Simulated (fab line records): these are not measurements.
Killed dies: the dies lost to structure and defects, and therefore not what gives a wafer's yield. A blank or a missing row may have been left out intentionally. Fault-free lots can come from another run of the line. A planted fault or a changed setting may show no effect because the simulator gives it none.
Which of the tools did it? :: flow rit_cmos :: 15 lots, 45 wafers sampled, at 2 steps of a route of 202

## WHAT EACH GAUGE READ, for each wafer
RIT_PLDD_OVL_MEAS_06.
lot: L719
measured: day 3 04:20
on: overlay-02
PLDD_OVL (nm): 1.0 -2.9 0.3

lot: L721
measured: day 3 06:58
on: overlay-02
PLDD_OVL (nm): 1.8 -0.2 2.1

lot: L720
measured: day 3 07:16
on: overlay-02
PLDD_OVL (nm): -0.6 2.0 1.7

lot: L722
measured: day 3 16:44
on: overlay-01
PLDD_OVL (nm): 0.3 -0.4 1.0

lot: L723
measured: day 3 21:59
on: overlay-02
PLDD_OVL (nm): 1.1 1.8 0.6

lot: L724
measured: day 4 02:14
on: overlay-01
PLDD_OVL (nm): -3.3 -3.6 -2.9

lot: L726
measured: day 4 10:53
on: overlay-02
PLDD_OVL (nm): -0.9 -1.1 -1.1

lot: L727
measured: day 4 16:19
on: overlay-02
PLDD_OVL (nm): -3.5 -0.7 -1.4

lot: L728
measured: day 4 21:08
on: overlay-01
PLDD_OVL (nm): -2.6 -1.7 -5.6

lot: L729
measured: day 5 00:12
on: overlay-02
PLDD_OVL (nm): -1.7 -0.1 -1.9

lot: L730
measured: day 5 07:18
on: overlay-01
PLDD_OVL (nm): -0.2 -1.8 -3.5

lot: L731
measured: day 5 12:01
on: overlay-01
PLDD_OVL (nm): -0.8 -2.6 -2.9

lot: L733
measured: day 5 20:16
on: overlay-02
PLDD_OVL (nm): 236.7 239.0 238.9

lot: L735
measured: day 6 04:32
on: overlay-02
PLDD_OVL (nm): 239.7 241.5 241.2

lot: L739
measured: day 7 01:23
on: overlay-02
PLDD_OVL (nm): 237.8 238.4 238.1

## EACH LOT AND THE TOOL THAT RAN IT (in order: tool; ch and the chambers of the sampled wafers; start)
lot: L719
RIT_PLDD_EXPOSE_03: iline_stepper-01 ch 0, day 3 03:57

lot: L721
RIT_PLDD_EXPOSE_03: iline_stepper-01 ch 0, day 3 06:35

lot: L720
RIT_PLDD_EXPOSE_03: iline_stepper-02 ch 0, day 3 06:52

lot: L722
RIT_PLDD_EXPOSE_03: iline_stepper-02 ch 0, day 3 16:08

lot: L723
RIT_PLDD_EXPOSE_03: iline_stepper-02 ch 0, day 3 21:35

lot: L724
RIT_PLDD_EXPOSE_03: iline_stepper-01 ch 0, day 4 01:50

lot: L726
RIT_PLDD_EXPOSE_03: iline_stepper-02 ch 0, day 4 10:29

lot: L727
RIT_PLDD_EXPOSE_03: iline_stepper-01 ch 0, day 4 15:55

lot: L728
RIT_PLDD_EXPOSE_03: iline_stepper-01 ch 0, day 4 20:44

lot: L729
RIT_PLDD_EXPOSE_03: iline_stepper-02 ch 0, day 4 23:48

lot: L730
RIT_PLDD_EXPOSE_03: iline_stepper-01 ch 0, day 5 06:49

lot: L731
RIT_PLDD_EXPOSE_03: iline_stepper-02 ch 0, day 5 11:38

lot: L733
RIT_PLDD_EXPOSE_03: iline_stepper-01 ch 0, day 5 19:52

lot: L735
RIT_PLDD_EXPOSE_03: iline_stepper-01 ch 0, day 6 04:08

lot: L739
RIT_PLDD_EXPOSE_03: iline_stepper-01 ch 0, day 7 00:59
- RIT_PLDD_EXPOSE_03: exposes mask M8, target cd 40900 nm.

## AS READ BY THE TOOLS THEMSELVES (means over the sampled wafers that have a number; for cases with no such wafer, the mark the record gives instead)
The record holds no such reading with a usual standard deviation.

## THE ANSWER, worked out from the rows above alone
Rule: the usual values come from the lots themselves. The widest of any qualifying gaps counts: lots, ordered by their means at a reading, are off when they make up no more than a third of the lots, leave a main group of 4 or more, and stand apart from it by 3 or more times the standard deviation of that group's means. If all means in a main group match to the digits the tables above print for the reading, that group is not used. A lot without any number at a reading at which 4 lots or more have one is off too. The other lots that the step has rows for count as sound. After the gauges, taken in route order, come the tools' own readings; for these a lot's mean is taken, as printed above. The first step at which some lot is off is used, and at that step the reading that is off furthest; a lot without a number counts as furthest.
Off: L733, L735, L739, at RIT_PLDD_OVL_MEAS_06 (PLDD_OVL). The main group: mean -1.0 nm, standard deviation 1.6.
If a tool, at a process step before that reading, ran all the lots that are off and no sound lot after the first of them, it fits. Those tools and the gauges at RIT_PLDD_OVL_MEAS_06 are tried in the same way. Can't be told from this: 2 tools fit, iline_stepper-01 at RIT_PLDD_EXPOSE_03, overlay-02 at RIT_PLDD_OVL_MEAS_06.

## WHAT WAS PUT IN BY THE SIMULATOR
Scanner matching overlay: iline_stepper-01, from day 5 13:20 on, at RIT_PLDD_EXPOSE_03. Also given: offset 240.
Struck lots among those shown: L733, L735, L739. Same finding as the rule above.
